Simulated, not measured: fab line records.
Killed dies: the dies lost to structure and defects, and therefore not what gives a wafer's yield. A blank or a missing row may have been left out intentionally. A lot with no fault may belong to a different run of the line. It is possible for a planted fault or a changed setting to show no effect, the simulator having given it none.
Split-lot experiment + flow rit-cmos + 5 lots, 22 wafers read, on a route of 202 steps

THE SPLIT ITSELF
At RIT_PSD_IMPLANT_08, the setting tilt-deg was moved away from the recipe's 7 degrees on 4 of the 22 wafers read, by -10.5% to +5.4%. The other wafers ran this setting at the recipe's value.

FROM THE SPLIT TO THE READING: what the file shows between them, 2 steps
- RIT_CONTACT_DEVELOP_07: develop time 120 s (also split here: develop-time-s)
- RIT_CONTACT_CD_MEAS_08: target cd 1000 nm

THE READING
etest.npoly-line.line-ohm-um (the simulator's own value, which no gauge read), at RIT_M1_PROBE_99. No usual value for it is given in the file. The 18 wafers here that ran the recipe average 173.4, standard deviation 29.

| wafer  | tool, chamber at the split | tilt-deg as run, degrees | against the recipe | etest.npoly-line.line-ohm-um | against lot-mates on the recipe |
|--------|----------------------------|--------------------------|--------------------|------------------------------|---------------------------------|
| L074.1 | implanter-04, 0            | 7.378                    | +5.4%              | 171.1                        | +33.0                           |
| L074.2 | implanter-04, 0            | 7                        | recipe             | 137.8                        | -                               |
| L074.3 | implanter-04, 0            | 7.378                    | +5.4%              | 176.9                        | +38.8                           |
| L074.6 | implanter-04, 0            | 7                        | recipe             | 138.4                        | -                               |
| L075.1 | implanter-04, 0            | 7                        | recipe             | 161.5                        | -                               |
| L075.2 | implanter-04, 0            | 7                        | recipe             | 162.7                        | -                               |
| L075.4 | implanter-04, 0            | 7                        | recipe             | 157.5                        | -                               |
| L075.5 | implanter-04, 0            | 7                        | recipe             | 156.3                        | -                               |
| L075.6 | implanter-04, 0            | 7                        | recipe             | 167.1                        | -                               |
| L076.2 | implanter-04, 0            | 7                        | recipe             | 235.7                        | -                               |
| L076.3 | implanter-04, 0            | 6.268                    | -10.5%             | 171.1                        | -63.6                           |
| L076.4 | implanter-04, 0            | 7                        | recipe             | 236.5                        | -                               |
| L076.5 | implanter-04, 0            | 7                        | recipe             | 231.8                        | -                               |
| L076.6 | implanter-04, 0            | 6.268                    | -10.5%             | 170.7                        | -64.0                           |
| L080.1 | implanter-01, 0            | 7                        | recipe             | 148.7                        | -                               |
| L080.3 | implanter-01, 0            | 7                        | recipe             | 175.9                        | -                               |
| L080.4 | implanter-01, 0            | 7                        | recipe             | 171.4                        | -                               |
| L080.5 | implanter-01, 0            | 7                        | recipe             | 155.1                        | -                               |
| L080.6 | implanter-01, 0            | 7                        | recipe             | 173.2                        | -                               |
| L081.2 | implanter-03, 0            | 7                        | recipe             | 172                          | -                               |
| L081.3 | implanter-03, 0            | 7                        | recipe             | 169.3                        | -                               |
| L081.5 | implanter-03, 0            | 7                        | recipe             | 169.8                        | -                               |

FIT RESULTS
A straight line over all 22 wafers: etest.npoly-line.line-ohm-um changes by +0.208 for each +1% of tilt-deg; r = +0.03; the points scatter about the line by 28.
The same after taking each lot's own level away (the mean of its wafers on the recipe; 22 wafers): +6.23 for each +1%; r = +0.97; scatter 6.
That fit puts the effect of the largest move of tilt-deg on the reading at 65.
Measured against the standard deviation above, the lots' own levels, which go from 138.10 to 234.67, span 3.3 times it.
So the lot-to-lot level blurs the effect unless lot-mates are compared.
Check: for one of the wafers moved furthest among these (-10.5%), held out of the fit, the line's prediction against its lot-mates is -65.6. It came out at -63.6 against them.

OTHER SPLITS APPLIED TO THESE WAFERS
Note: prior to the reading, these wafers also went through further splits. Each is held against what the fit with the lots' levels taken away leaves over:
| other split on the same wafers        | wafers away from the commonest value | r with etest.npoly-line.line-ohm-um (lot level and that fit taken away) |
|---------------------------------------|--------------------------------------|-------------------------------------------------------------------------|
| RIT_ACTIVE_COAT_06 resist-thk-nm      | 4                                    | +0.30                                                                   |
| RIT_ACTIVE_DEVELOP_10 develop-time-s  | 8                                    | +0.21                                                                   |
| RIT_NWELL_COAT_01 resist-thk-nm       | 7                                    | +0.28                                                                   |
| RIT_NWELL_SOFTBAKE_02 time-s          | 6                                    | +0.01                                                                   |
| RIT_PWELL_COAT_01 resist-thk-nm       | 6                                    | -0.30                                                                   |
| RIT_GATE_CVD_08 pressure-mtorr        | 10                                   | -0.03                                                                   |
| RIT_GATE_DEVELOP_15 dev-temp-c        | 7                                    | -0.21                                                                   |
| RIT_NLDD_COAT_01 resist-thk-nm        | 9                                    | +0.03                                                                   |
| RIT_SPACER_ETCHBACK_05 time-s         | 6                                    | +0.17                                                                   |
| RIT_CONTACT_DEVELOP_07 develop-time-s | 11                                   | +0.02                                                                   |

THE WHOLE CHAIN: every reading that the file lists as answering this split, in the file's order
| step            | what it does | reading                                                                       | change (the file's fit)           | r (the file's) |
|-----------------|--------------|-------------------------------------------------------------------------------|-----------------------------------|----------------|
| RIT_M1_PROBE_99 |              | etest.ppoly-line.line-ohm-um (the simulator's own value, which no gauge read) | +5.91 for each +1% of the setting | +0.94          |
| RIT_M1_PROBE_99 |              | etest.npoly-line.line-ohm-um (the simulator's own value, which no gauge read) | +6.2 for each +1% of the setting  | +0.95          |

THE FILE'S OWN FIT
etest.npoly-line.line-ohm-um changes by +6.2 for each +1% of tilt-deg, r = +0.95.
